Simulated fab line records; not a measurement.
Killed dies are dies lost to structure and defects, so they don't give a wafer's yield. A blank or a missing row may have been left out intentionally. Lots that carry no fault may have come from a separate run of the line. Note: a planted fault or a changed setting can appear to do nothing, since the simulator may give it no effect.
Matching of chambers	flow berkeley cmos170	rie diel-03 running UCB170_M1_ETCH_11: 4 sister chambers
The step etches BARC in N2/H2. 16 wafers are shown with their chamber, then 8 later ones without.

== EACH WAFER AND ITS CHAMBER ==
wafer	chamber	throttle valve pct (%)	oes product au (a.u.)	rf fwd power W (W)
L408.1	2	13.27	0.970	495.7
L408.4	1	13.32	0.979	493.9
L408.5	1	13.32	0.988	492.7
L409.3	0	12.96	1.012	496.0
L409.4	1	13.31	0.984	496.3
L409.6	1	13.31	0.988	496.2
L411.2	3	13.26	1.028	491.5
L411.3	2	13.27	0.984	494.9
L411.4	1	13.31	0.990	495.7
L413.3	2	13.27	0.979	493.4
L413.5	1	13.31	0.986	493.5
L413.6	2	13.26	0.981	493.6
L417.2	2	13.24	0.997	493.4
L417.3	1	13.30	0.988	495.0
L417.6	3	13.27	1.026	493.6
L425.1	0	12.96	1.002	494.8

SIGNATURES, as means of the wafers listed above
reading	chamber 0	chamber 1	chamber 2	chamber 3	scatter within a chamber
throttle valve pct	12.9600	13.3114	13.2620	13.2650	0.0092
oes product au	1.00700	0.98614	0.98220	1.02700	0.00656
rf fwd power W	495.400	494.757	494.200	492.550	1.27
Rule: for a wafer and a chamber, the distance is found by dividing, reading by reading, the gap between the wafer's reading and the chamber's mean by the reading's scatter, squaring, summing and taking the root. The wafer belongs to the nearest chamber; if the next one is less than 2 further off, it can't be placed. The scatter is the square root of a quotient: the sum, over the shown wafers, of each reading's squared deviation from its chamber's mean, divided by wafers minus chambers.

== WAFERS WITHOUT THEIR CHAMBER ==
wafer	throttle valve pct (%)	oes product au (a.u.)	rf fwd power W (W)
L425.5	13.26	0.988	496.3
L425.6	13.33	0.984	495.7
L428.1	12.98	1.003	493.4
L428.2	13.27	0.989	497.1
L428.5	12.97	0.993	495.1
L429.2	13.27	1.020	492.5
L429.3	13.31	0.985	495.7
L429.4	12.97	1.002	493.0

== THE CHAMBER EACH PASSED THROUGH ==
wafer	from the rows above	in truth
L425.5	2	2
L425.6	1	1
L428.1	0	0
L428.2	2	2
L428.5	0	0
L429.2	3	3
L429.3	1	1
L429.4	0	0
Placed correctly: 8 of 8. Can't be placed from these rows: 0. Placed wrongly: 0.
